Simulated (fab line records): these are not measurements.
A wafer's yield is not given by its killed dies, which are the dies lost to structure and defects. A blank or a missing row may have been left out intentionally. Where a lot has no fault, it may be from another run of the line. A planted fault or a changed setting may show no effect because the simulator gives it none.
Problem report, 8D (eight disciplines) form, completed by code    flow rit-cmos    the parts of the form that need people (team, actions taken, sign-off) are left out

== 1. THE PROBLEM ==
Wafers free of any fault read 478 (standard deviation 5.4) for PRETRO_TW at RIT_PRETRO_TW_MEAS_10, against a mean of 586 on 6 wafers of 2 lots. That is +20 standard deviations from the usual mean.
Earliest sighting: wafer L106.2 on film-metro-02 at day 5 23:12. The record holds 42 wafers of 14 lots with a number at this step. The rule behind "out" and "out of limits": a value lying over 4 standard deviations away from the usual mean. Any other wafer with a number is counted as sound.

== 2. WHAT IT IS; WHAT IT IS NOT ==
question                     is                            is not
which readings at this step  PRETRO_TW                     -
which lots                   L106, L108                    L100, L101, L103, L105, L111, L112, L113, L990, L992, L993, L996, L997
which wafers of those lots   all that have a number        -
read on which gauges         film-metro-02, film-metro-03  film-metro-04
when                         from day 5 23:12              up to then (27 sound wafers); but 9 sound wafers of L111, L112, L113 came after

== 3. THE SUSPECTS, EACH WITH WHAT RULES IT OUT ==
Counting: a tool at any process step up to the reading remains a suspect when it ran all the lots that are out and ran no sound lot after the first of those.
- the gauge at RIT_PRETRO_TW_MEAS_10 is ruled out. Those wafers that are out were read across 2 gauges (film-metro-02, film-metro-03).
- implanter-04 at RIT_PRETRO_IMPLANT_08: ruled out as a lasting fault. Sound lots L112 ran on it after its first lot that is out, L106 (day 5 22:53).
Left after counting: nothing in the record.

== 4. THE CAUSE (what the simulator had put in) ==
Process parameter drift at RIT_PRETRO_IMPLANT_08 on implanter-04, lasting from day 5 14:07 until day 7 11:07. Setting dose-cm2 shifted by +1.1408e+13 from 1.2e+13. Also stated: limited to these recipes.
Counting ruled it out, wrongly: the rule takes a fault to strike every lot that its tool runs from its start on, and this one did not.

== 5. SEQUENCE OF EFFECTS, ordered by route ==
One row per reading whose mean, taken over the struck wafers that have a number, lies over 3 standard deviations from the usual. Only readings for which the record gives a usual standard deviation are gone through. hours: the time from each lot's start at the first step in this table that gives one to its start at this step, as a median over the lots. sigmas: the change in usual standard deviations.
hours  step                   reading             usual       on struck wafers  change       sigmas
0      RIT_PRETRO_IMPLANT_08  dose-ions-cm2       1.1998e+13  2.3417e+13        +1.1419e+13  +99 or more
0      RIT_PRETRO_IMPLANT_08  faraday-current-uA  38.1        73.3              +35.2        +53
0      RIT_PRETRO_TW_MEAS_10  PRETRO_TW           478         586               +108         +20
The process steps in it:
- RIT_PRETRO_IMPLANT_08
At these later measuring or inspecting steps, every struck wafer for which the step has a row has a number for every such reading, and none has moved that far: RIT_PLDD_TW_MEAS_10.

== 6. HOW IT WOULD HAVE BEEN CAUGHT EARLIER ==
In this record the first reading out of limits at a measuring or inspecting step was taken at day 5 23:12, 9 hours after the fault began at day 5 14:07.
At RIT_PRETRO_IMPLANT_08, the tool's own readings (dose-ions-cm2, faraday-current-uA) were out on each struck wafer the step has a row for, so an alarm limit on them would have fired on the first such wafer.
